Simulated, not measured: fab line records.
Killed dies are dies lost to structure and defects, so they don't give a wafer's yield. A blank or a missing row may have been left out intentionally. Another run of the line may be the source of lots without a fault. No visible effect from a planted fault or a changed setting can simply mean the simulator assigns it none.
8D (eight disciplines) problem report, filled in by code | flow rit cmos | the parts of the form that need people (team, actions taken, sign-off) are left out

1. THE PROBLEM
Mean GATE_POLY_THK at RIT_GATE_THK_MEAS_09: 225.6 nm over 6 wafers in 2 lots; fault-free wafers: 247.9 nm, standard deviation 2.1. Relative to the usual mean, that is a shift of -11 standard deviations.
Seen first at day 6 15:17 on film metro-01, wafer L687.1. The record has a number at this step for 42 wafers belonging to 14 lots. The rule behind "out" and "out of limits": a value lying over 4 standard deviations away from the usual mean. Any other wafer with a number is counted as sound.

2. WHAT THIS IS AND IS NOT
question                    | is                     | is not
which readings at this step | GATE_POLY_THK          | -
which lots                  | L687, L688             | L667, L668, L669, L670, L671, L672, L673, L674, L675, L677, L678, L679
which wafers of those lots  | all that have a number | -
read on which gauges        | film metro-01          | film metro-03, film metro-04
when                        | from day 6 15:17       | up to then (36 sound wafers)

3. WHAT RULES OUT EACH SUSPECT
Counting: a tool at any process step up to the reading remains a suspect when it ran all the lots that are out and ran no sound lot after the first of those.
- the gauge at RIT_GATE_THK_MEAS_09: ruled out. All the wafers that are out were read on film metro-01, but those of them that RIT_GATE_CVD_08 has rows for are out there too, on other tools.
- lpcvd-01 at RIT_GATE_CVD_08 (deposits poly-Si from SiH4, target thk 250 nm, time 2220 s): kept. It ran every lot that is out, first L687 (day 6 13:41), and no sound lot after that; its last sound lot up to then is L679 (day 5 02:56). Out on those wafers are its own readings of susceptor temp C.
Left after counting: lpcvd-01 at RIT_GATE_CVD_08.

4. THE CAUSE (what the simulator had put in)
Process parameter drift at RIT_GATE_CVD_08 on lpcvd-01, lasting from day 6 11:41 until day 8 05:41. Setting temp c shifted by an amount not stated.
The count eliminated every tool but this one.

5. THE EFFECT CHAIN, in route order
Rows list readings where the struck wafers' mean (over those with a number) sits beyond 3 standard deviations from the usual. Only readings whose record carries a usual standard deviation are examined. hours: median over the lots of the time between each lot's start at the first step of this table that gives one and its start at this step. sigmas: the change, counted in usual standard deviations.
hours | step                 | reading           | usual      | on struck wafers | change | sigmas
0     | RIT_GATE_CVD_08      | spike tc centre C | 612.5 C    | 608.2            | -4.2   | -3.3
0     | RIT_GATE_CVD_08      | susceptor temp C  | 609.99 C   | 605.84           | -4.15  | -15
2     | RIT_GATE_THK_MEAS_09 | GATE_POLY_THK     | 247.9 nm   | 225.6            | -22.3  | -11
7     | RIT_GATE_ETCH_19     | oes product au    | 0.837 a.u. | 0.779            | -0.058 | -4.5
The process steps in it:
- RIT_GATE_CVD_08: deposits poly-Si from SiH4, target thk 250 nm, time 2220 s.
- RIT_GATE_ETCH_19: etches poly-Si in SF6/CHF3/O2, stops on SiO2, time 165 s, target depth 312.5 nm.

6. WHAT WOULD HAVE CAUGHT IT SOONER
Counted from the fault's start at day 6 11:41, it took 4 hours until the first out-of-limits reading at a measuring or inspecting step in this record, taken at day 6 15:17.
Tool's own readings at RIT_GATE_CVD_08, susceptor temp C: out on all struck wafers the step has rows for; an alarm limit on them would have tripped on the first.
Of the lots that are out (2), L688 began RIT_GATE_CVD_08 on lpcvd-01 after day 6 15:17. It would have been spared by a hold on the tool at that moment.
